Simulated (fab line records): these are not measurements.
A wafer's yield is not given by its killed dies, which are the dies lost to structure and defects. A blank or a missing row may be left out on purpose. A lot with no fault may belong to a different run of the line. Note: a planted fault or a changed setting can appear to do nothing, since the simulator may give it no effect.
2 desks looking at one fault    flow berkeley-cmos170    what lay behind the numbers comes last; until then each desk has only its own

## METROLOGY DESK
What the gauges read for every lot (on any tool): the sampled wafers with a number, averaged. Any lot whose mean is over 4 standard deviations away from the usual mean is out of limits and marked OUT; that distance is given in the brackets.
Columns: A = V2_BOW at UCB170_V2_BOW_MEAS_03, usual 38 um; B = cd-nm at UCB170_M3_CD_MEAS_90, usual 698 nm; C = M3_BOW at UCB170_M3_BOW_MEAS_20, usual 37 um
lot   first seen here  A   B    C
L172  day 9 00:19      34  702  31
L175  day 9 09:48      40  693  38
L173  day 9 12:49      47  701  46
L178  day 10 02:30     41  701  40
L176  day 10 05:13     35  698  34
L180  day 10 12:02     35  697  35
L179  day 10 13:44     39  696  38
L182  day 11 02:32     44  695  43
L183  day 11 02:49     39  696  37
L181  day 11 03:07     33  697  32
L184  day 11 13:34     38  699  37
L188  day 12 14:51     37  693  36
L192  day 13 10:33     35  694  34
L193  day 14 00:16     41  698  40
This desk's verdict: no lot among the 14 shows anything out of limits.

## DESK OF THE TOOL OWNER: rie-metal-03
The tool's own readings at UCB170_M3_METAL_ETCH_18 (etches Al in Cl2/BCl3, stops on SiO2, target depth 1170 nm, time 195 s): means of the sampled wafers that have a number, for each lot that ran on this tool. Any lot whose mean is over 4 standard deviations away from the usual mean is out of limits and marked OUT; that distance is given in the brackets.
Columns: A = drypump-motor-current-A at UCB170_M3_METAL_ETCH_18, usual 5.4 A; B = oes-product-au at UCB170_M3_METAL_ETCH_18, usual 0.854 a.u.; C = throttle-valve-pct at UCB170_M3_METAL_ETCH_18, usual 24.35 %
lot   first seen here  A    B      C
L178  day 10 07:47     5.9  0.868  24.23
L179  day 10 18:20     5.7  0.858  24.26
L183  day 11 07:16     5.6  0.858  24.28
L184  day 11 18:00     5.9  0.847  24.24
This desk's verdict: no lot among the 4 shows anything out of limits.

## TAKEN TOGETHER
The metrology desk saw nothing out of limits.
The tool owner's desk saw nothing out of limits.

## WHAT THE SIMULATOR PUT IN
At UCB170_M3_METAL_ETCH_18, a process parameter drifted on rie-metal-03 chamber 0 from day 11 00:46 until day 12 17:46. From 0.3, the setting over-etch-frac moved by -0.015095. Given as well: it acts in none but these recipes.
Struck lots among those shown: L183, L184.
